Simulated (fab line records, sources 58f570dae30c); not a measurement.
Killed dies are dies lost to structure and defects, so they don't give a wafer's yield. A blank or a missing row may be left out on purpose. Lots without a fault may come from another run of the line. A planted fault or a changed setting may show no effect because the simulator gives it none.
Which tool did it? | flow berkeley_cmos170 | 15 lots, 45 wafers sampled, at 2 steps of a route of 331

WHAT THE GAUGES READ, wafer by wafer
UCB170_NWELL_TW_MEAS_16.
lot  | measured    | on            | NWELL_TW
L270 | day 2 23:53 | film_metro-02 | 1242 1244 1247
L269 | day 3 00:31 | film_metro-02 | 1252 1242 1240
L271 | day 3 10:56 | film_metro-04 | 1256 1262 1260
L272 | day 3 21:07 | film_metro-02 | 1558 1558 1555
L273 | day 3 20:52 | film_metro-04 | 1264 1261 1261
L275 | day 4 08:26 | film_metro-04 | 1564 1580 1571
L277 | day 4 15:13 | film_metro-03 | 1232 1230 1231
L280 | day 5 06:46 | film_metro-03 | 1528 1535 1531
L282 | day 5 17:19 | film_metro-02 | 1242 1250 1240
L283 | day 5 17:36 | film_metro-02 | 1252 1243 1241
L284 | day 6 07:56 | film_metro-03 | 1225 1227 1223
L285 | day 6 08:13 | film_metro-03 | 1221 1220 1221
L287 | day 6 21:05 | film_metro-02 | 1242 1250 1245
L288 | day 6 21:22 | film_metro-04 | 1260 1252 1258
L290 | day 7 08:12 | film_metro-03 | 1230 1229 1223

WHICH TOOL RAN EACH LOT (tool, then ch and the chambers of the sampled wafers, then the start)
lot  | UCB170_NWELL_IMPLANT_14
L270 | implanter-02 ch 0, day 2 23:38
L269 | implanter-03 ch 0, day 3 00:16
L271 | implanter-04 ch 0, day 3 10:41
L272 | implanter-04 ch 0, day 3 20:24
L273 | implanter-03 ch 0, day 3 20:38
L275 | implanter-02 ch 0, day 4 07:52
L277 | implanter-04 ch 0, day 4 14:59
L280 | implanter-02 ch 0, day 5 06:11
L282 | implanter-04 ch 0, day 5 17:05
L283 | implanter-02 ch 0, day 5 17:22
L284 | implanter-03 ch 0, day 6 07:41
L285 | implanter-02 ch 0, day 6 07:59
L287 | implanter-02 ch 0, day 6 20:50
L288 | implanter-04 ch 0, day 6 21:07
L290 | implanter-02 ch 0, day 7 07:57
- UCB170_NWELL_IMPLANT_14

WHAT THE TOOLS THEMSELVES READ (means of the sampled wafers that have a number; where no wafer has one, the mark that the record gives instead)
UCB170_NWELL_IMPLANT_14.
lot  | tool         | end_station_pressure_torr (Torr)
L270 | implanter-02 | 4.84e-06
L269 | implanter-03 | 5.10e-06
L271 | implanter-04 | 4.91e-06
L272 | implanter-04 | 5.12e-06
L273 | implanter-03 | 5.18e-06
L275 | implanter-02 | 4.86e-06
L277 | implanter-04 | 4.99e-06
L280 | implanter-02 | 4.93e-06
L282 | implanter-04 | 5.30e-06
L283 | implanter-02 | 4.89e-06
L284 | implanter-03 | 5.01e-06
L285 | implanter-02 | 5.19e-06
L287 | implanter-02 | 4.79e-06
L288 | implanter-04 | 4.84e-06
L290 | implanter-02 | 4.98e-06

THE ANSWER, worked out from the rows above alone
Rule: what is usual is taken from the lots themselves. Put in order of their means at a reading, lots are off if they are a third of the lots or fewer, leave a main group of 4 or more, and stand apart from it by a gap of 3 or more times the standard deviation of the main group's means; of several such gaps the widest counts. A main group whose means are all the same, to the digits that the tables above print for the reading, isn't used. A lot without any number at a reading at which 4 lots or more have one is off too. The other lots that the step has rows for count as sound. The gauges are gone through in route order, then the tools' own readings, and for those a lot's mean is taken as printed above. The first step at which some lot is off is used, and at that step the reading that is off furthest; a lot without a number counts as furthest.
Off: L272, L275, L280, at UCB170_NWELL_TW_MEAS_16 (NWELL_TW). The main group: mean 1242, standard deviation 13.
A tool fits if, at a process step before that reading, it ran every lot that is off, and no sound lot after the first of them. The gauges at UCB170_NWELL_TW_MEAS_16 are tried like those tools. None of those tried fits.

WHAT THE SIMULATOR HAD PUT IN
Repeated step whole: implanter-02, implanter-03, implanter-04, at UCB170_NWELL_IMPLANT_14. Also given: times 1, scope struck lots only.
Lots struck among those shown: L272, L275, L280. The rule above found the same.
